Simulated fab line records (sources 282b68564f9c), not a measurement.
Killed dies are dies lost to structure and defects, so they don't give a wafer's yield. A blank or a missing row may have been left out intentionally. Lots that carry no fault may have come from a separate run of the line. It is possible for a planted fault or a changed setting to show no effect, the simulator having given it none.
Which tool is to blame? / flow rit-cmos / 16 lots with 48 wafers sampled at 2 steps, on a route of 202 steps

## WHAT THE GAUGES READ, wafer by wafer
RIT_PSD_OVL_MEAS_06. Usual: PSD_OVL -0.9 nm, standard deviation 1.3.
lot=L241; measured=day 3 01:47; on=overlay-02; PSD_OVL (nm)=-0.3 -1.6 -1.5; flag=
lot=L242; measured=day 3 06:13; on=overlay-01; PSD_OVL (nm)=-0.4 0.0 -0.5; flag=
lot=L243; measured=day 3 09:47; on=overlay-02; PSD_OVL (nm)=-2.4 -0.8 0.4; flag=
lot=L244; measured=day 3 16:02; on=overlay-02; PSD_OVL (nm)=-0.5 -1.4 -1.5; flag=
lot=L245; measured=day 3 21:29; on=overlay-02; PSD_OVL (nm)=-3.2 -1.1 -2.7; flag=
lot=L246; measured=day 4 02:53; on=overlay-01; PSD_OVL (nm)=-3.2 -2.6 -2.8; flag=
lot=L247; measured=day 4 06:31; on=overlay-01; PSD_OVL (nm)=-0.1 0.2 0.1; flag=
lot=L248; measured=day 4 10:32; on=overlay-02; PSD_OVL (nm)=-1.1 -1.4 -1.4; flag=
lot=L249; measured=day 4 17:49; on=overlay-02; PSD_OVL (nm)=-1.2 -1.7 -2.0; flag=
lot=L250; measured=day 5 00:37; on=overlay-02; PSD_OVL (nm)=-1.5 -2.7 -2.9; flag=
lot=L254; measured=day 5 20:30; on=overlay-02; PSD_OVL (nm)=-150.7 -151.5 -150.3; flag=OFF
lot=L255; measured=day 6 04:39; on=overlay-01; PSD_OVL (nm)=-149.1 -149.2 -148.5; flag=OFF
lot=L257; measured=day 6 11:30; on=overlay-01; PSD_OVL (nm)=-147.4 -147.6 -149.9; flag=OFF
lot=L258; measured=day 6 16:45; on=overlay-01; PSD_OVL (nm)=-151.5 -151.6 -149.7; flag=OFF
lot=L261; measured=day 7 03:35; on=overlay-01; PSD_OVL (nm)=-1.4 1.6 1.7; flag=
lot=L264; measured=day 7 20:03; on=overlay-02; PSD_OVL (nm)=-0.7 -3.0 -1.6; flag=

## WHAT TOOL EACH LOT RAN ON (gives the tool, then ch and the chambers of the sampled wafers, and finally the start)
lot=L241; RIT_PSD_EXPOSE_03=iline-stepper-01 ch 0, day 3 01:24
lot=L242; RIT_PSD_EXPOSE_03=iline-stepper-02 ch 0, day 3 05:49
lot=L243; RIT_PSD_EXPOSE_03=iline-stepper-02 ch 0, day 3 09:23
lot=L244; RIT_PSD_EXPOSE_03=iline-stepper-01 ch 0, day 3 15:34
lot=L245; RIT_PSD_EXPOSE_03=iline-stepper-02 ch 0, day 3 21:05
lot=L246; RIT_PSD_EXPOSE_03=iline-stepper-01 ch 0, day 4 02:30
lot=L247; RIT_PSD_EXPOSE_03=iline-stepper-01 ch 0, day 4 06:07
lot=L248; RIT_PSD_EXPOSE_03=iline-stepper-01 ch 0, day 4 10:10
lot=L249; RIT_PSD_EXPOSE_03=iline-stepper-02 ch 0, day 4 17:25
lot=L250; RIT_PSD_EXPOSE_03=iline-stepper-01 ch 0, day 5 00:02
lot=L254; RIT_PSD_EXPOSE_03=iline-stepper-02 ch 0, day 5 20:08
lot=L255; RIT_PSD_EXPOSE_03=iline-stepper-02 ch 0, day 6 04:13
lot=L257; RIT_PSD_EXPOSE_03=iline-stepper-02 ch 0, day 6 11:01
lot=L258; RIT_PSD_EXPOSE_03=iline-stepper-02 ch 0, day 6 16:22
lot=L261; RIT_PSD_EXPOSE_03=iline-stepper-01 ch 0, day 7 03:11
lot=L264; RIT_PSD_EXPOSE_03=iline-stepper-01 ch 0, day 7 19:39
- RIT_PSD_EXPOSE_03: exposes mask M10, target cd 40900 nm.

## WHAT THE TOOLS THEMSELVES READ (means of the sampled wafers that have a number; where no wafer has one, the mark that the record gives instead)
The record holds no such reading with a usual standard deviation.

## THE ANSWER, worked out from the rows above alone
Rule: take the mean of a lot's wafers that have a number; if it is more than 3 standard deviations from the usual mean, the lot is off. Also off: a lot with no number at a reading for which 4 or more lots have one. Any other lot the step has rows for is counted as sound. The gauges are gone through in route order, then the tools' own readings, and for those a lot's mean is taken as printed above. The first step at which some lot is off is used, and at that step the reading that is off furthest; a lot without a number counts as furthest.
Off: at RIT_PSD_OVL_MEAS_06 (PSD_OVL), L254, L255, L257, L258.
If a tool, at a process step before that reading, ran all the lots that are off and no sound lot after the first of them, it fits. Gauges at RIT_PSD_OVL_MEAS_06: tried the same way as those tools. One fits: RIT_PSD_EXPOSE_03 on iline-stepper-02. A fault onset in the window from L249 (day 4 17:25, its last sound lot) to L254 (day 5 20:08, its first lot off) fits.

## WHAT THE SIMULATOR HAD PUT IN
Scanner matching overlay: iline-stepper-02, from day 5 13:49 on, at RIT_PSD_EXPOSE_03. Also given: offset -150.
Lots struck among those shown: L254, L255, L257, L258. This agrees with what the rule above found.
